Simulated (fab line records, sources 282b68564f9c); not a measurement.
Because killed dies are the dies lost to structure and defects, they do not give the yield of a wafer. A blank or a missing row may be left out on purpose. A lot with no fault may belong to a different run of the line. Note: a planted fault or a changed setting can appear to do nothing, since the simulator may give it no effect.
Code-filled problem report in 8D (eight disciplines) form | flow rit_cmos | the parts of the form that need people (team, actions taken, sign-off) are left out

1. PROBLEM STATEMENT
PSD_OVL at RIT_PSD_OVL_MEAS_06 reads a mean of 3107.2 nm on 12 wafers of 4 lots; wafers without a fault read -0.9 nm with a standard deviation of 1.4. That is +99 or more standard deviations from the usual mean.
First observed at day 6 21:49: wafer L401.3, on overlay-01. At this step, 48 wafers from 16 lots have a number in the record. By rule, "out" or "out of limits" means more than 4 standard deviations away from the usual mean. The other wafers with a number count as sound.

2. WHAT THIS IS AND IS NOT
question                    | is                     | is not
which readings at this step | PSD_OVL                | -
which lots                  | L401, L402, L403, L404 | L387, L388, L389, L390, L392, L394, L395, L396, L397, L405, L408, L409
which wafers of those lots  | all that have a number | -
read on which gauges        | overlay-01, overlay-02 | -
when                        | from day 6 21:49       | up to then (27 sound wafers); but 9 sound wafers of L405, L408, L409 came after

3. SUSPECTS, AND WHAT RULES EACH OUT
Counting: any tool at a process step up to the reading is kept as a suspect provided that every lot that is out went through it and no sound lot did after the first of them.
- the gauge at RIT_PSD_OVL_MEAS_06 is ruled out. 2 gauges (overlay-01, overlay-02) read the wafers that are out.
- iline_stepper-02 at RIT_PSD_EXPOSE_03 (exposes mask M10, target cd 40900 nm): kept. It ran every lot that is out, first L401 (day 6 21:26), and no sound lot after that; its last sound lot up to then is L392 (day 5 02:25).
Left after counting: iline_stepper-02 at RIT_PSD_EXPOSE_03.

4. THE CAUSE (what the simulator had put in)
Scanner matching overlay: iline_stepper-02, from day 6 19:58 on, at RIT_PSD_EXPOSE_03. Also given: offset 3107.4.
The count eliminated every tool but this one.

5. THE CHAIN OF EFFECTS, in route order
Rows list readings where the struck wafers' mean (over those with a number) sits beyond 3 standard deviations from the usual. Only readings whose record carries a usual standard deviation are examined. hours: median over the lots of the time between each lot's start at the first step of this table that gives one and its start at this step. sigmas: the change, counted in usual standard deviations.
hours | step                | reading             | usual   | on struck wafers | change  | sigmas
0     | RIT_PSD_OVL_MEAS_06 | PSD_OVL             | -0.9 nm | 3107.2           | +3108.1 | +99 or more
9     | RIT_M1_PROBE_99     | killed_at_front_end | 7       | 219              | +212    | +68
9     | RIT_M1_PROBE_99     | killed_dies         | 7       | 219              | +212    | +66
9     | RIT_M1_PROBE_99     | killed_on_rim       | 1.9     | 59.7             | +57.8   | +39
It contains these process steps:
- RIT_M1_PROBE_99

6. HOW IT WOULD HAVE BEEN CAUGHT EARLIER
In this record the first reading out of limits at a measuring or inspecting step was taken at day 6 21:49, 2 hours after the fault began at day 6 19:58.
Lots out: 4; of these, L402, L403, L404 started RIT_PSD_EXPOSE_03 on iline_stepper-02 after day 6 21:49. A hold on the tool at that time would have spared those 3.
